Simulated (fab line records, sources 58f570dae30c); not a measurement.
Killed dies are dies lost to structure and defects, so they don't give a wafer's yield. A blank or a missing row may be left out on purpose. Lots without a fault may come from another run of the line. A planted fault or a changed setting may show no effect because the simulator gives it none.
Split-lot experiment | flow berkeley_cmos170 | 5 lots, 23 wafers read, on a route of 331 steps

THE SPLIT
At UCB170_M2_SPUTTER_01 (material Al, target thk 900 nm, time 120 s), the setting power_w was moved away from the recipe's 6000 W on 9 of the 23 wafers read, by -7.9% to +11.7%. The other wafers ran this setting at the recipe's value.

FROM THE SPLIT TO THE READING: what the file shows between them, 2 steps
- UCB170_M2_RS_MEAS_02: measures by four-point-probe
- UCB170_M2_THK_MEAS_03: measures by xrf

THE READING
oes_product_au, in a.u., at UCB170_M2_METAL_ETCH_18 (etches Al in Cl2/BCl3, stops on SiO2, target depth 1170 nm, time 195 s). Fault-free wafers of this fab line usually give 0.855 a.u., standard deviation 0.0086 a.u..

wafer  | tool, chamber at the split | power_w as run, W | against the recipe | oes_product_au, a.u. | against lot-mates on the recipe
L074.2 | pvd_sputter-03, -          | 6000              | recipe             | 0.852                | -
L074.3 | pvd_sputter-03, -          | 6701              | +11.7%             | 0.918                | +0.069
L074.4 | pvd_sputter-03, -          | 6000              | recipe             | 0.846                | -
L074.5 | pvd_sputter-03, -          | 6000              | recipe             | 0.849                | -
L074.6 | pvd_sputter-03, -          | 6701              | +11.7%             | 0.917                | +0.068
L075.1 | pvd_sputter-01, -          | 6000              | recipe             | 0.856                | -
L075.2 | pvd_sputter-01, -          | 6617              | +10.3%             | 0.909                | +0.051
L075.3 | pvd_sputter-01, -          | 6617              | +10.3%             | 0.916                | +0.058
L075.4 | pvd_sputter-01, -          | 6000              | recipe             | 0.852                | -
L075.5 | pvd_sputter-01, -          | 6000              | recipe             | 0.866                | -
L081.1 | pvd_sputter-04, -          | 6000              | recipe             | 0.885                | -
L081.2 | pvd_sputter-04, -          | 6703              | +11.7%             | 0.904                | +0.033
L081.3 | pvd_sputter-04, -          | 6703              | +11.7%             | 0.943                | +0.072
L081.5 | pvd_sputter-04, -          | 6000              | recipe             | 0.872                | -
L081.6 | pvd_sputter-04, -          | 6000              | recipe             | 0.856                | -
L077.2 | pvd_sputter-01, -          | 5528              | -7.9%              | 0.807                | -0.030
L077.3 | pvd_sputter-01, -          | 5528              | -7.9%              | 0.815                | -0.022
L077.4 | pvd_sputter-01, -          | 6000              | recipe             | 0.834                | -
L077.5 | pvd_sputter-01, -          | 6000              | recipe             | 0.840                | -
L077.6 | pvd_sputter-01, -          | 5528              | -7.9%              | 0.807                | -0.030
L082.1 | pvd_sputter-03, -          | 6000              | recipe             | 0.868                | -
L082.2 | pvd_sputter-03, -          | 6000              | recipe             | 0.852                | -
L082.5 | pvd_sputter-03, -          | 6000              | recipe             | 0.856                | -

THE FIT
A straight line over all 23 wafers: oes_product_au changes by +0.00561 a.u. for each +1% of power_w; r = +0.95; the points scatter about the line by 0.012 a.u..
The same after taking each lot's own level away (the mean of its wafers on the recipe; 23 wafers): +0.00474 a.u. for each +1%; r = +0.95; scatter 0.01 a.u..
On that fit, the largest move of power_w shifts the reading by 0.056 a.u..
The lots' own levels span 0.8370 to 0.8710 a.u., that is 4.0 times the standard deviation above.
So the lot-to-lot level changes the slope: the two fits differ.
Check: with one of the wafers moved furthest among these (+11.7%) left out of the fit, the line predicts +0.0629 a.u. for it against its lot-mates. It came out at +0.033 a.u. against them.

OTHER SPLITS ON THESE WAFERS
These wafers also went through other splits before the reading. Each is held against what the fit with the lots' levels taken away leaves over:
other split on the same wafers    | wafers away from the commonest value | r with oes_product_au (lot level and that fit taken away)
UCB170_SILICIDE_SPUTTER_01 time_s | 12                                   | +0.44
UCB170_M1_SPUTTER_00 time_s       | 8                                    | +0.20
UCB170_M1_ETCH_11 bias_w          | 10                                   | +0.14
UCB170_V1_CVD_00 time_s           | 6                                    | +0.16

THE WHOLE CHAIN: every reading that the file lists as answering this split, in the file's order
step                    | what it does                                                           | reading                                                                     | change (the file's fit)                   | r (the file's)
UCB170_M2_SPUTTER_01    | material Al, target thk 900 nm, time 120 s                             | Al_of_M2_SPUTTER_01.thk_nm (the simulator's own value, which no gauge read) | +8.91 nm for each +1% of the setting      | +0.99
UCB170_M2_RS_MEAS_02    | measures by four-point-probe                                           | M2_AL_RS                                                                    | -0.000298 for each +1% of the setting     | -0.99
UCB170_M2_THK_MEAS_03   | measures by xrf                                                        | M2_AL_THK                                                                   | +9.19 for each +1% of the setting         | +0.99
UCB170_M2_METAL_ETCH_18 | etches Al in Cl2/BCl3, stops on SiO2, target depth 1170 nm, time 195 s | oes_product_au                                                              | +0.00497 a.u. for each +1% of the setting | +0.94

THE FILE'S OWN FIT
oes_product_au changes by +0.00497 a.u. for each +1% of power_w, r = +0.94.
